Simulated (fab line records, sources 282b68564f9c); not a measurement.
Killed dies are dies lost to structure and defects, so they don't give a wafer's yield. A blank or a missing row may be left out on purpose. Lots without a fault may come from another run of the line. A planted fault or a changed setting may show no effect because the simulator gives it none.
Split-lot experiment | flow rit_cmos | 5 lots, 23 wafers read, on a route of 202 steps

THE SPLIT
At RIT_PSD_SOFTBAKE_02 (time 60 s), the setting temp_c was moved away from the recipe's 90 C on 8 of the 23 wafers read, by -4.0% to +1.7%. The other wafers ran this setting at the recipe's value.

FROM THE SPLIT TO THE READING: what the file shows between them, 2 steps
- RIT_PSD_EXPOSE_03: exposes mask M10, target cd 40900 nm
- RIT_PSD_PEB_04

THE READING
NOVOLAK_of_PSD_COAT_01.thk_nm (the simulator's own value, which no gauge read), in nm, at RIT_PSD_DEVELOP_05 (develop time 50 s). The file gives no usual value for it. The 15 wafers here that ran the recipe average 1003.0 nm, standard deviation 2.7 nm.

wafer  | tool, chamber at the split | temp_c as run, C | against the recipe | NOVOLAK_of_PSD_COAT_01.thk_nm, nm | against lot-mates on the recipe
L074.2 | litho_track-01, 0          | 91.53            | +1.7%              | 998.6                             | -2.4
L074.3 | litho_track-01, 0          | 90               | recipe             | 1001                              | -
L074.4 | litho_track-01, 0          | 90               | recipe             | 1001                              | -
L074.5 | litho_track-01, 0          | 91.53            | +1.7%              | 996.4                             | -4.6
L074.6 | litho_track-01, 0          | 91.53            | +1.7%              | 993.6                             | -7.4
L079.1 | litho_track-01, 0          | 90               | recipe             | 1002                              | -
L079.2 | litho_track-01, 0          | 86.43            | -4.0%              | 1017                              | +14.0
L079.3 | litho_track-01, 0          | 86.43            | -4.0%              | 1017                              | +14.0
L079.5 | litho_track-01, 0          | 90               | recipe             | 1004                              | -
L079.6 | litho_track-01, 0          | 86.43            | -4.0%              | 1016                              | +13.0
L081.1 | litho_track-02, 0          | 88.38            | -1.8%              | 1008                              | +1.7
L081.2 | litho_track-02, 0          | 90               | recipe             | 1008                              | -
L081.4 | litho_track-02, 0          | 88.38            | -1.8%              | 1007                              | +0.7
L081.5 | litho_track-02, 0          | 90               | recipe             | 1006                              | -
L081.6 | litho_track-02, 0          | 90               | recipe             | 1005                              | -
L082.2 | litho_track-03, 0          | 90               | recipe             | 1006                              | -
L082.6 | litho_track-03, 0          | 90               | recipe             | 1006                              | -
L082.3 | litho_track-03, 0          | 90               | recipe             | 1001                              | -
L082.4 | litho_track-03, 0          | 90               | recipe             | 1004                              | -
L082.5 | litho_track-03, 0          | 90               | recipe             | 1002                              | -
L085.1 | litho_track-01, 0          | 90               | recipe             | 998.1                             | -
L085.4 | litho_track-01, 0          | 90               | recipe             | 1000                              | -
L085.6 | litho_track-01, 0          | 90               | recipe             | 1001                              | -

THE FIT
A straight line over all 23 wafers: NOVOLAK_of_PSD_COAT_01.thk_nm changes by -3.47 nm for each +1% of temp_c; r = -0.92; the points scatter about the line by 2.5 nm.
The same after taking each lot's own level away (the mean of its wafers on the recipe; 23 wafers): -3.09 nm for each +1%; r = -0.93; scatter 2.1 nm.
On that fit, the largest move of temp_c shifts the reading by 12 nm.
The lots' own levels span 999.70 to 1006.33 nm, that is 2.5 times the standard deviation above.
So the lot-to-lot level changes the slope: the two fits differ.
Check: with one of the wafers moved furthest among these (-4.0%) left out of the fit, the line predicts +11.5 nm for it against its lot-mates. It came out at +14 nm against them.

OTHER SPLITS ON THESE WAFERS
These wafers also went through other splits before the reading. Each is held against what the fit with the lots' levels taken away leaves over:
other split on the same wafers    | wafers away from the commonest value | r with NOVOLAK_of_PSD_COAT_01.thk_nm (lot level and that fit taken away)
RIT_ACTIVE_OXIDATION_01 ox_time_s | 15                                   | +0.06
RIT_FOX2_OXIDATION_00 ox_time_s   | 10                                   | -0.30
RIT_FOX2_WET_ETCH_03 time_s       | 18                                   | +0.24
RIT_NWELL_IMPLANT_08 dose_cm2     | 8                                    | +0.12
RIT_PWELL_IMPLANT_08 dose_cm2     | 8                                    | -0.04
RIT_NRETRO_IMPLANT_08 energy_kev  | 5                                    | -0.01
RIT_PRETRO_COAT_01 spin_rpm       | 9                                    | -0.16
RIT_GATE_CVD_08 time_s            | 15                                   | +0.32
RIT_GATE_STRIP_20 o2_flow_sccm    | 8                                    | +0.34
RIT_NSD_SOFTBAKE_02 temp_c        | 8                                    | +0.61

THE FILE'S OWN FIT
NOVOLAK_of_PSD_COAT_01.thk_nm changes by -2.91 nm for each +1% of temp_c, r = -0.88.
